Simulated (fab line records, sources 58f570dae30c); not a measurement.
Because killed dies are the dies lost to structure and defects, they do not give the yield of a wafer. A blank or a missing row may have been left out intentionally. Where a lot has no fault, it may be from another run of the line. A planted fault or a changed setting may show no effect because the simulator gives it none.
A struck lot beside a sound one ; flow berkeleyCmos170 ; 23 out of 331 route steps
Sound: wafers L219.1, L219.3, L219.5. Struck: wafers L231.2, L231.3, L231.4. The cause comes at the end.
For every step that has rows: the tool of each side, followed by ch and its chambers, followed by its first start. Under that, the readings that differ: sound wafers ; struck wafers ; difference of the means ; sigmas: that difference in standard deviations of wafers without a fault.
alike: readings whose means differ by less than 2 such deviations, and words and numbers that are the same on both sides. not compared: withheld readings, readings that some wafer has no value for, bounds like >300 that may hide the same value, and numbers for which the record gives no deviation and whose values overlap.
Wherever a step has rows on one side only, a row that says differs or no value, or a row with sigmas, the two part there. Numbers that have no deviation but don't overlap get no sigmas and don't part them. Lack of a reading on every wafer of one side parts them only where that side has two or more wafers.

first, 5 steps without rows for these wafers: UCB170_PSD_COAT_01 (resist thk 900 nm); UCB170_PSD_SOFTBAKE_02 (time 60 s); UCB170_PSD_EXPOSE_03 (exposes mask PSELECT MOD, target cd 1200 nm); UCB170_PSD_PEB_04; UCB170_PSD_DEVELOP_05 (develop time 45 s).
UCB170_PSD_CD_MEAS_06: target cd 1200 nm.
  sound on cdSem-02 at day 9 11:35; struck on cdSem-01 at day 11 22:43
  alike: cdNm
UCB170_PSD_OVL_MEAS_07:
  sound on overlay-02 at day 9 11:43; struck on overlay-01 at day 11 22:50
  alike: PSD_OVL
following that, these wafers have no rows for 1 step: UCB170_PSD_IMPLANT_08.
UCB170_PSD_STRIP_09: strips in O2.
  sound on plasmaAsher-01 ch 1, day 9 11:54; struck on plasmaAsher-02 ch 0,1, day 11 23:01
  alike: drypumpMotorCurrentA, oesProductAu, stripTimeToEndpointS
  not compared: rfHoursCounterH
UCB170_PSD_TW_MEAS_10:
  sound on filmMetro-04 at day 9 12:00; struck on filmMetro-01 at day 11 23:07
  alike: PSD_TW
then, 2 steps without rows for these wafers: UCB170_PSD_CLEAN_11 (cleans in SPM, time 600 s); UCB170_NSD_HMDS_00 (prime time 60 s).
UCB170_NSD_COAT_01: resist thk 900 nm.
  sound on lithoTrack-01 ch 0, day 9 12:23; struck on lithoTrack-03 ch 0, day 11 23:48
reading;sound;struck;difference;sigmas
model.KrF_of_NSD_COAT_01.thkNm (nm);907 908.7 908.4;885.6 889.3 886.2;-21.0;
  alike: dispensePressureKPa, spinSpeedRpm
then, 3 steps without rows for these wafers: UCB170_NSD_SOFTBAKE_02 (time 60 s); UCB170_NSD_EXPOSE_03 (exposes mask NSELECT MOD, target cd 1200 nm); UCB170_NSD_PEB_04.
UCB170_NSD_DEVELOP_05: develop time 45 s.
  sound on lithoTrack-01 ch 0; struck on lithoTrack-02 ch 0
reading;sound;struck;difference;sigmas
model.KrF_of_NSD_COAT_01.thkNm (nm);892.8 894.5 894.2;871.4 875.1 872;-21.0;
UCB170_NSD_CD_MEAS_06: target cd 1200 nm.
  sound on cdSem-01 at day 9 13:12; struck on cdSem-02 at day 12 00:46
  alike: cdNm
UCB170_NSD_OVL_MEAS_07:
  sound on overlay-01 at day 9 13:19; struck on overlay-01 at day 12 00:52
  alike: NSD_OVL
following that, these wafers have no rows for 1 step: UCB170_NSD_IMPLANT_08.
UCB170_NSD_STRIP_09: strips in O2.
  sound on plasmaAsher-04 ch 0,1, day 9 13:30; struck on plasmaAsher-02 ch 0,1, day 12 01:03
reading;sound;struck;difference;sigmas
stripTimeToEndpointS (s);36.01 36.03 36.02;35.44 35.53 35.47;-0.54;-7
  alike: drypumpMotorCurrentA, oesProductAu
  not compared: rfHoursCounterH
UCB170_NSD_TW_MEAS_10:
  sound on filmMetro-01 at day 9 13:38; struck on filmMetro-03 at day 12 01:10
  alike: NSD_TW
following that, these wafers have no rows for 1 step: UCB170_M3_PROBE_99.

WHERE THEY PART
UCB170_NSD_STRIP_09 only, going by this record. Later steps at which nothing parts them and some readings are alike: UCB170_NSD_TW_MEAS_10.

WHY: the cause the simulator had injected
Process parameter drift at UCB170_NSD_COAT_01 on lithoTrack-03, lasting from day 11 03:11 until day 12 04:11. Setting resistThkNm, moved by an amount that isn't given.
